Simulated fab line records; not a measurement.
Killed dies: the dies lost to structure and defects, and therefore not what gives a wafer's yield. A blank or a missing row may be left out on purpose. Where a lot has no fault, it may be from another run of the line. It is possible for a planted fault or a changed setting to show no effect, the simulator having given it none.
Split-lot experiment -- flow berkeley-cmos170 -- 23 wafers read from 5 lots, route of 331 steps

== ON THE SPLIT ==
At UCB170_V2_CMP_02 (polishes SiO2), the setting leave-above-ref-nm was moved away from the recipe's 1000 nm on 4 of the 23 wafers read, by -6.2% to +2.7%. This setting was run at the recipe's value on the other wafers.

Between the split and the reading, the file records no step.

== THE READING ==
At UCB170_V2_THK_MEAS_04: V2_POLISHED_THK, given in nm. A value of 999.8 nm with a standard deviation of 1.3 nm is what fault-free wafers of this fab line usually give.

wafer,"tool, chamber at the split","leave-above-ref-nm as run, nm",against the recipe,"V2_POLISHED_THK, nm",against lot-mates on the recipe
L077.1,"cmp-01, 3,1",1000,recipe,999.2,-
L077.2,"cmp-01, 0",1000,recipe,998.9,-
L077.4,"cmp-01, 1,2",1000,recipe,1001.7,-
L077.5,"cmp-01, 1,2",1000,recipe,1002.0,-
L077.6,"cmp-01, 3,1",1000,recipe,999.5,-
L076.1,"cmp-02, 0",937.6,-6.2%,939.2,-61.5
L076.2,"cmp-02, 3,0",1000,recipe,1001.0,-
L076.3,"cmp-02, 1",1000,recipe,1000.1,-
L076.5,"cmp-02, 3,0",1000,recipe,1000.9,-
L076.6,"cmp-02, 3",937.6,-6.2%,939.5,-61.2
L078.2,"cmp-01, 0",1027,+2.7%,1025.3,+26.7
L078.3,"cmp-01, 3,1",1000,recipe,1000.0,-
L078.4,"cmp-01, 1",1000,recipe,997.7,-
L078.5,"cmp-01, 3,1",1000,recipe,998.2,-
L078.6,"cmp-01, 0",1027,+2.7%,1024.2,+25.6
L081.2,"cmp-02, 1",1000,recipe,998.7,-
L081.3,"cmp-02, 3",1000,recipe,998.9,-
L081.4,"cmp-02, 0",1000,recipe,1001.3,-
L081.5,"cmp-02, 3,0",1000,recipe,1000.9,-
L081.6,"cmp-02, 3,0",1000,recipe,1000.6,-
L084.3,"cmp-01, 3",1000,recipe,999.7,-
L084.5,"cmp-01, 0",1000,recipe,998.5,-
L084.6,"cmp-01, 3",1000,recipe,999.7,-
Where a row lists several chambers, the file gives one row for several wafers and doesn't say which wafer went through which chamber.

FIT RESULTS
A straight line over all 23 wafers: V2_POLISHED_THK changes by +9.61 nm for each +1% of leave-above-ref-nm; r = +1.00; the points scatter about the line by 1.2 nm.
The same after taking each lot's own level away (the mean of its wafers on the recipe; 23 wafers): +9.8 nm for each +1%; r = +1.00; scatter 0.97 nm.
On that fit, the largest move of leave-above-ref-nm shifts the reading by 61 nm.
The span of the lots' own levels, 998.63 to 1000.67 nm, comes to 1.6 times the standard deviation stated above.
Consequently the slope shifts little with the lot-to-lot level, the two slopes agreeing.
Check: -61 nm against its lot-mates is what the line predicts for one of the wafers moved furthest among these (-6.2%) when that wafer is left out of the fit. Against them it came out at -61.5 nm.

== OTHER SPLITS APPLIED TO THESE WAFERS ==
Other splits were also applied to these wafers ahead of the reading. Each is held against what the fit with the lots' levels taken away leaves over:
other split on the same wafers,wafers away from the commonest value,r with V2_POLISHED_THK (lot level and that fit taken away)
UCB170_CONTACT_PEB_13 peb-temp-c,7,-0.03
UCB170_M1_SPUTTER_00 power-w,11,-0.05
UCB170_M1_METAL_ETCH_12 icp-w,5,+0.11
UCB170_M2_COAT_10 resist-thk-nm,4,-0.10

== THE WHOLE CHAIN: every reading that the file lists as answering this split, in the file's order ==
step,what it does,reading,change (the file's fit),r (the file's)
UCB170_V2_CMP_02,polishes SiO2,"SiO2_of_V2_CVD_00.thk-nm (the simulator's own value, which no gauge read)",+9.87 nm for each +1% of the setting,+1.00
UCB170_V2_THK_MEAS_04,,V2_POLISHED_THK,+9.8 for each +1% of the setting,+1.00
UCB170_V2_ETCH_14,"etches SiO2 in CHF3/CF4/Ar, stops on Al, target depth 1250 nm, time 291 s","V2.feature-depth-nm (the simulator's own value, which no gauge read)",+9.84 nm for each +1% of the setting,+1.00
UCB170_V2_ETCH_14,"etches SiO2 in CHF3/CF4/Ar, stops on Al, target depth 1250 nm, time 291 s","etch.depth-nm (the simulator's own value, which no gauge read)",+9.85 nm for each +1% of the setting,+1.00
UCB170_M3_METAL_ETCH_18,"etches Al in Cl2/BCl3, stops on SiO2, target depth 1170 nm, time 195 s","SiO2_of_V2_CVD_00.thk-nm (the simulator's own value, which no gauge read)",+9.63 nm for each +1% of the setting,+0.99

== FILE'S OWN FIT ==
V2_POLISHED_THK changes by +9.8 nm for each +1% of leave-above-ref-nm, r = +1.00.
